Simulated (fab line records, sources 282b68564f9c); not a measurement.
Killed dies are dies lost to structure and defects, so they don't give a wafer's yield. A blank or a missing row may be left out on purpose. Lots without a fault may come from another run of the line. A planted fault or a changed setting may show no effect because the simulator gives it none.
fab line records | flow rit_cmos
record lots=5 wafers=15 last_day=7
route steps=202 shown NRETRO@63 PRETRO@64 GATE@75 M1@202
lots that met no fault: from a run of the same line without faults
start_h: hours from the record's first day to the start of the lot's first wafer shown | wait_h: hours since the lot's step before | " the same as in the row above | L1.1+2: a row that stands for several wafers | - no value, or no start given | * or withheld: withheld | < > ~ a bound
route shown NAME@n: a module of which the file shows steps, and the number in the route of the first | usual: mean/standard deviation of fault-free wafers | same: alike in all rows | chamber/n: place in a boat | sites: the reading at each site | _std_site: their standard deviation | _edge_site: outer sites' mean less inner sites' | radius_mm: how far each site lies from the wafer's centre | mask NAME#n: copy n | behind: the tool/chamber that last shaped the wafer | hold: why the lot was held/for how many hours/how that ended | device: the transistor (n, p or np) that didn't switch | end of line: the same wafers' tests at the end of the route | a step without rows: its recipe alone | killed: dies lost to structure and defects at the first sort, not the wafer's yield | map: a wafer's dies, x killed, . not, _ none there
set.NAME: the setting as run; set.NAME@STEP: as run at that earlier step | model.NAME: the simulator's own value behind a step, which no gauge read
lots at some steps of the route; a table a step, a row a wafer
services: from which hour (start_h, from the record's first day; less than 0 if before it) a tool's chamber was out of use, for how many hours, and why
## steps
# step RIT_NRETRO_TW_MEAS_10
# usual NRETRO_TW=1040/7.5
# columns lot.wafer tool chamber start_h wait_h NRETRO_TW
L528.1 film_metro-03 - 80.19 0.1 1047
L528.2 " - " " 1047
L528.5 " - " " 1045
L529.3 film_metro-02 - 85.09 0.1 1030
L529.4 " - " " 1033
L529.6 " - " " 1027
L534.1 film_metro-02 - 109.69 0.1 1041
L534.3 " - " " 1041
L534.5 " - " " 1038
L535.3 film_metro-01 - 114.85 0.1 1037
L535.4 " - " " 1034
L535.5 " - " " 1035
L537.3 film_metro-02 - 127.44 0.1 1037
L537.4 " - " " 1032
L537.5 " - " " 1035
# step RIT_PRETRO_HMDS_00
# recipe prime_time_s=60 prime_temp_c=140
# step RIT_PRETRO_COAT_01
# recipe resist=NOVOLAK spin_rpm=2000 resist_thk_nm=1300
# step RIT_PRETRO_SOFTBAKE_02
# recipe resist=NOVOLAK temp_c=90 time_s=60
# step RIT_PRETRO_EXPOSE_03
# recipe mask_id=M5 na=0.57 target_cd_nm=43700 dose_mj=250
# step RIT_PRETRO_PEB_04
# recipe resist=NOVOLAK temp_c=withheld time_s=withheld
# step RIT_PRETRO_DEVELOP_05
# recipe resist=NOVOLAK develop_time_s=68 dev_temp_c=23
# step RIT_PRETRO_OVL_MEAS_06
# usual PRETRO_OVL=0.0/1.5
# columns lot.wafer tool chamber start_h wait_h PRETRO_OVL[nm]
L528.1 overlay-02 - 81.25 - 0.8
L528.2 " - " " 1.2
L528.5 " - " " 1.6
L529.3 overlay-02 - 86.02 - 1.9
L529.4 " - " " 1.5
L529.6 " - " " 1.5
L534.1 overlay-01 - 110.63 - 0.4
L534.3 " - " " -0.2
L534.5 " - " " -0.5
L535.3 overlay-01 - 115.91 - -0.8
L535.4 " - " " 0.9
L535.5 " - " " -0.1
L537.3 overlay-02 - 128.38 - -3.4
L537.4 " - " " -2.8
L537.5 " - " " -2.6
# step RIT_PRETRO_HARDBAKE_07
# recipe resist=NOVOLAK temp_c=139.1 time_s=120
# step RIT_PRETRO_IMPLANT_08
# recipe species=B energy_kev=45 dose_cm2=1.2e+13 tilt_deg=7
# step RIT_PRETRO_STRIP_09
# recipe chemistry=O2 time_s=180 resist=NOVOLAK platen_temp_c=withheld power_w=500 pressure_mtorr=4000 o2_flow_sccm=4000
# usual drypump_motor_current_A=5.33/0.18
# same time_s=180
# columns lot.wafer tool chamber start_h wait_h drypump_motor_current_A rf_hours_counter_h
L528.1 plasma_asher-04 1 81.69 0.1 5.31 29
L528.2 " 0 " " 5.37 29
L528.5 " 1 " " 5.31 -
L529.3 plasma_asher-01 1 86.50 0.1 5.26 -
L529.4 " 0 " " 5.36 -
L529.6 " 0 " " 5.37 -
L534.1 plasma_asher-04 0 111.07 0.1 5.37 32
L534.3 " 0 " " 5.38 -
L534.5 " 1 " " 5.32 -
L535.3 plasma_asher-02 0 116.39 0.1 4.99 -
L535.4 " 1 " " 5.63 -
L535.5 " 0 " " 5.01 -
L537.3 plasma_asher-04 0 128.86 0.1 5.39 -
L537.4 " 1 " " 5.32 -
L537.5 " 0 " " 5.39 -
# step RIT_PRETRO_TW_MEAS_10
# usual PRETRO_TW=472.7/2.6
# columns lot.wafer tool chamber start_h wait_h PRETRO_TW
L528.1 film_metro-01 - 81.86 0.1 469.8
L528.2 " - " " 469.9
L528.5 " - " " 469.9
L529.3 film_metro-04 - 86.64 0.1 473.3
L529.4 " - " " 474.5
L529.6 " - " " 470.8
L534.1 film_metro-01 - 111.24 0.1 469.0
L534.3 " - " " 470.8
L534.5 " - " " 469.4
L535.3 film_metro-01 - 116.53 0.1 470.3
L535.4 " - " " 469.3
L535.5 " - " " 473.0
L537.3 film_metro-04 - 128.99 0.1 474.6
L537.4 " - " " 474.3
L537.5 " - " " 473.7
# step RIT_GATE_WET_ETCH_00
# recipe chemistry=BOE target=SiO2 target_depth_nm=56 time_s=60 dry=n2_spin dilution=10:1 temp_c=21.5
# usual bath_heat_duty_pct=1.6/0.35 run_length_s=88/3.2
# columns lot.wafer tool chamber start_h wait_h bath_heat_duty_pct run_length_s
L528.1 wet_bench-03 2 81.92 0.1 1.2 85
L528.2 " 2 " " 1.4 85
L528.5 " 2 " " 1.7 85
L529.3 wet_bench-03 3 86.68 0.0 1.5 85
L529.4 " 3 " " 1.5 85
L529.6 " 3 " " 1.9 85
L534.1 wet_bench-03 1 111.30 0.1 1.4 78
L534.3 " 1 " " 1.9 78
L534.5 " 1 " " 1.6 78
L535.3 wet_bench-04 3 116.57 0.0 1.7 85
L535.4 " 3 " " 1.8 85
L535.5 " 3 " " 1.5 85
L537.3 wet_bench-01 3 129.03 0.0 1.6 87
L537.4 " 3 " " 1.7 87
L537.5 " 3 " " 1.1 87
# step RIT_GATE_CLEAN_01
# recipe chemistry=SC1 mix=3:3:50 time_s=600 temp_c=75
# step RIT_M1_PROBE_99
# columns lot.wafer tool chamber start_h wait_h model.etest.nldd.width_nm model.etest.pldd.width_nm model.etest.nmos_narrow.drive_ua_um model.etest.pmos_narrow.drive_ua_um model.etest.pmos_narrow.vt_less_v
L528.1 prober-02 - 107.30 0.1 3164 3165 220.4 101 0.02724
L528.2 prober-02 - 107.35 0.1 3188 3164 222.4 103.3 0.02498
L528.5 prober-02 - 107.50 0.2 3188 3177 219.1 100.9 0.02466
L529.3 prober-01 - 113.12 0.2 3157 3165 219.1 97.76 0.02133
L529.4 prober-01 - 113.17 0.2 3136 3155 220 98.77 0.01887
L529.6 prober-01 - 113.27 0.2 3154 3156 220 98.69 0.02321
L534.1 prober-02 - 139.66 0.1 3092 3088 193.6 87.21 0.01879
L534.3 prober-02 - 139.76 0.2 3102 3095 196.1 88.31 0.01985
L534.5 prober-02 - 139.86 0.2 3113 3105 194.6 86.51 0.01696
L535.3 prober-01 - 142.82 0.2 3150 3153 215.2 97.84 0.0211
L535.4 prober-01 - 142.87 0.2 3158 3153 220.7 100.2 0.02041
L535.5 prober-01 - 142.92 0.2 3174 3167 218.8 99.02 0.0208
L537.3 prober-01 - 157.71 0.2 3185 3178 232.6 101.7 0.02055
L537.4 prober-01 - 157.76 0.2 3148 3142 231.1 103.2 0.02237
L537.5 prober-01 - 157.81 0.2 3175 3161 227.7 101.8 0.0242
# killed by level:class
L528.1 FOX1:geometric_particle:short=2 FOX2:geometric_particle:open=1 GATE:geometric_particle:open=1 REOX:geometric_particle:short=1 REOX:geometric_particle:open=1 SILICIDE:geometric_particle:open=1
L528.2 SILICIDE:geometric_particle:open=2 FOX1:geometric_particle:open=1 FOX2:geometric_particle:short=1 GATE:geometric_particle:short=1 REOX:geometric_particle:short=1 SILICIDE:geometric_particle:short=1
L528.5 GATE:geometric_particle:short=2 FOX1:geometric_particle:short=1 GATE:geometric_particle:open=1 REOX:geometric_particle:open=1 SPACER:geometric_particle:short=1 SILICIDE:geometric_particle:open=1
L529.3 GATE:geometric_particle:short=2 GATE:geometric_particle:open=2 SPACER:geometric_particle:short=1 SPACER:geometric_particle:open=1 SILICIDE:geometric_particle:open=1
L529.4 FOX1:geometric_particle:short=1 GATE:geometric_particle:open=1 SILICIDE:geometric_particle:short=1
L529.6 GATE:geometric_particle:open=2 GATE:geometric_particle:short=2 REOX:geometric_particle:open=2 FOX1:geometric_particle:short=1 REOX:geometric_particle:short=1 SPACER:geometric_particle:short=1 SPACER:geometric_particle:open=1
L535.3 REOX:geometric_particle:open=3 GATE:geometric_particle:open=2 FOX1:geometric_particle:open=1 GATE:geometric_particle:short=1 SPACER:geometric_particle:short=1 SILICIDE:geometric_particle:open=1
L535.4 GATE:geometric_particle:open=2 FOX1:geometric_particle:open=1 FOX2:geometric_particle:short=1 GATE:geometric_particle:short=1
L535.5 REOX:geometric_particle:open=2 GATE:geometric_particle:short=2 REOX:geometric_particle:short=2 SPACER:geometric_particle:open=2 SILICIDE:geometric_particle:open=1 SILICIDE:geometric_particle:short=1
L537.3 GATE:geometric_particle:open=4 FOX1:geometric_particle:open=1 FOX2:geometric_particle:short=1 GATE:geometric_particle:short=1 SPACER:geometric_particle:short=1 SPACER:geometric_particle:open=1
L537.4 SPACER:geometric_particle:open=2 FOX1:geometric_particle:short=1 GATE:geometric_particle:short=1 SPACER:geometric_particle:short=1
L537.5 SPACER:geometric_particle:short=2 GATE:geometric_particle:short=2 REOX:geometric_particle:short=1 REOX:geometric_particle:open=1 SPACER:geometric_particle:open=1
## services
# columns tool chamber start_h hours kind
plasma_asher-04 - 59.66 0.8 repair
plasma_asher-01 - 77.77 2.8 pm
plasma_asher-02 - 105.46 2.7 repair
plasma_asher-01 - 108.75 9.0 pm
plasma_asher-01 0 108.75 9.0 vent_cycle
plasma_asher-01 1 108.75 9.0 vent_cycle
plasma_asher-01 0 117.75 - clean
plasma_asher-01 1 117.75 - clean
## key
first_sign step=RIT_GATE_WET_ETCH_00 reading=run_length_s direction=down sigmas=2.9 usual=* struck=*
effect none on later readings
model_effect step=RIT_M1_PROBE_99 value=etest.nldd.width_nm without=3162 struck=3102
met_at RIT_GATE_WET_ETCH_00
struck_wafers L534.1,L534.3,L534.5
sort_left_out L534.1,L534.3,L534.5
tester_left_out L534
onset_between 86.68 111.30
fault kind=process_parameter_drift tool=wet_bench-03 chamber=- onset_h=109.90 steps=RIT_GATE_WET_ETCH_00 channel=time_s offset=* shape=step end_h=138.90 acts_in=* stated=*
# tester_left_out: of these lots the tester's yield and bins aren't shown, on N5 and GAA mostly nor the transistor test; their killed dies are dies lost to structure and defects alone, not to doping, threshold or leakage, so they don't give the yield
# sort_left_out: the simulated sort isn't trusted on such a fault, so these wafers' sort isn't shown, and their yield isn't known
